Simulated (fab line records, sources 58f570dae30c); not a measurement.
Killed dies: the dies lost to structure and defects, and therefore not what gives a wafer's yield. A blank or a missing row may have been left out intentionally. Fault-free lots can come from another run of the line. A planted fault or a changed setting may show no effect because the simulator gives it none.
A struck lot beside a sound one -- flow berkeley cmos170 -- 14 steps out of a route of 331
Sound: the wafers L738.2, L738.3, L738.4. Wafers L750.1, L750.3, L750.6 were the ones struck. The cause comes at the end.
Per side, at each step with rows, come the tool, then ch with its chambers, and then its first start. Under that, the readings that differ: sound wafers -- struck wafers -- difference of the means -- sigmas: that difference in standard deviations of wafers without a fault.
alike: words and numbers the same on both sides, and readings whose means are apart by under 2 such deviations; not compared: readings that were withheld, readings missing a value for some wafer, numbers with overlapping values and no deviation given by the record, and bounds like >300 which may hide the same value.
The two part at a step that has a row with sigmas, a row that says differs or no value, or rows on one side only. Numbers that don't overlap but have no deviation are shown without sigmas and don't part them. Lack of a reading on every wafer of one side parts them only where that side has two or more wafers.

first, 5 steps without rows for these wafers: UCB170_NWELL_WET_ETCH_18 (etches Si3N4 in H3PO4, time 14400 s); UCB170_NWELL_WET_ETCH_19 (etches SiO2 in BOE, time 22 s); UCB170_PWELL_CLEAN_00 (cleans in SPM, time 600 s); UCB170_PWELL_CLEAN_01 (cleans in dHF, time 60 s); UCB170_PWELL_OXIDATION_02 (target thk 26.4 nm, ox time 1260 s).
UCB170_PWELL_THK_MEAS_03:
  sound: film metro-02 at day 3 22:41; struck: film metro-03 at day 6 02:33
  alike: PWELL_OXIDE_THK
then, 2 steps without rows for these wafers: UCB170_PWELL_ANNEAL_04 (time 919.5 s); UCB170_PWELL_CVD_05 (deposits Si3N4 from SiH2Cl2/NH3, target thk 220 nm, time 3300 s).
UCB170_PWELL_THK_MEAS_06:
  sound: film metro-02 at day 4 04:09; struck: film metro-02 at day 6 09:03
  alike: PWELL_NITRIDE_THK
then, 3 steps without rows for these wafers: UCB170_PWELL_HMDS_07 (prime time 60 s); UCB170_PWELL_COAT_08 (resist thk 900 nm); UCB170_PWELL_SOFTBAKE_09 (time 60 s).
UCB170_PWELL_EXPOSE_10: exposes mask PWELL, target cd 3000 nm.
  struck on krf scanner-02, day 6 09:59; sound on krf scanner-02 ch 0, day 4 04:52
  no value came back on the struck wafers for exposure dose mJ cm2, focus offset nm (nm); on the sound wafers exposure dose mJ cm2 reads 18.997 18.991 19.012
  alike: mask
next, for these wafers, 1 step has no rows: UCB170_PWELL_PEB_11.

== WHERE THEY PART ==
Within this record, at UCB170_PWELL_EXPOSE_10 only.

WHY: what the simulator had put in
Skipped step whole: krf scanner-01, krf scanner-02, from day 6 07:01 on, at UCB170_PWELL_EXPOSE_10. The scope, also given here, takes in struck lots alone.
